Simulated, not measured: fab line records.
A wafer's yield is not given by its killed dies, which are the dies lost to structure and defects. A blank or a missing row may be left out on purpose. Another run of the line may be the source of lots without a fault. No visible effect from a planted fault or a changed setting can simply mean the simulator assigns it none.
Code-filled problem report in 8D (eight disciplines) form / flow rit_cmos / the parts of the form that need people (team, actions taken, sign-off) are left out

== 1. THE PROBLEM ==
PRETRO_TW at RIT_PRETRO_TW_MEAS_10 reads a mean of 504.2 on 6 wafers of 2 lots; wafers without a fault read 481.3 with a standard deviation of 2.7. Relative to the usual mean, that is a shift of +8.5 standard deviations.
Earliest sighting: wafer L146.1 on film_metro-04 at day 6 07:56. Wafers with a number at this step in the record: 42, from 14 lots. Rule for "out", or "out of limits": more than 4 standard deviations from the usual mean. The rest of the wafers with a number are treated as sound.

== 2. WHAT THIS IS AND IS NOT ==
question=which readings at this step | is=PRETRO_TW | is not=-
question=which lots | is=L146, L147 | is not=L127, L128, L129, L130, L132, L133, L134, L137, L138, L140, L145, L149
question=which wafers of those lots | is=all that have a number | is not=-
question=read on which gauges | is=film_metro-04 | is not=film_metro-01
question=when | is=from day 6 07:56 | is not=up to then (33 sound wafers); but 3 sound wafers of L149 came after

== 3. THE SUSPECTS, EACH WITH WHAT RULES IT OUT ==
Counting: any tool at a process step up to the reading is kept as a suspect provided that every lot that is out went through it and no sound lot did after the first of them.
- the gauge at RIT_PRETRO_TW_MEAS_10 is ruled out. All the wafers that are out were read on film_metro-04, but those of them that RIT_PRETRO_IMPLANT_08 has rows for are out there too, on other tools.
- implanter-04 at RIT_PRETRO_IMPLANT_08: kept. Every lot that is out went through it, starting with L146 (day 6 07:37), and after that it ran no sound lot; the last sound lot it ran before then is L140 (day 5 04:23). Its own readings are out on those wafers: beam_energy_keV.
After counting, what remains is implanter-04 at RIT_PRETRO_IMPLANT_08.

== 4. THE CAUSE (what the simulator had put in) ==
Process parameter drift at RIT_PRETRO_IMPLANT_08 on implanter-04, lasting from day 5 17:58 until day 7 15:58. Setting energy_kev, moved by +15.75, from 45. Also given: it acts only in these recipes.
This tool alone remained once counting was done.

== 5. SEQUENCE OF EFFECTS, ordered by route ==
Each row: a reading where the mean over the struck wafers with a number is more than 3 standard deviations away from the usual. Scope: only readings with a usual standard deviation given in the record; hours: median across lots of the time from each lot's start at the first step in this table that gives one to its start at this step; sigmas: change in usual standard deviations.
hours=0; step=RIT_PRETRO_IMPLANT_08; reading=beam_energy_keV; usual=45.001; on struck wafers=60.748; change=+15.747; sigmas=+99 or more
hours=0; step=RIT_PRETRO_TW_MEAS_10; reading=PRETRO_TW; usual=481.3; on struck wafers=504.2; change=+22.9; sigmas=+8.5
Its process steps:
- RIT_PRETRO_IMPLANT_08

== 6. HOW IT WOULD HAVE BEEN CAUGHT EARLIER ==
Counted from the fault's start at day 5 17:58, it took 14 hours until the first out-of-limits reading at a measuring or inspecting step in this record, taken at day 6 07:56.
The tool's own readings at RIT_PRETRO_IMPLANT_08 were out on every struck wafer that the step has a row for (beam_energy_keV): an alarm limit on them would have fired on the first of those.
L147, from the lots that are out (2), started RIT_PRETRO_IMPLANT_08 on implanter-04 later than day 6 07:56. Putting the tool on hold at that point would have spared it.
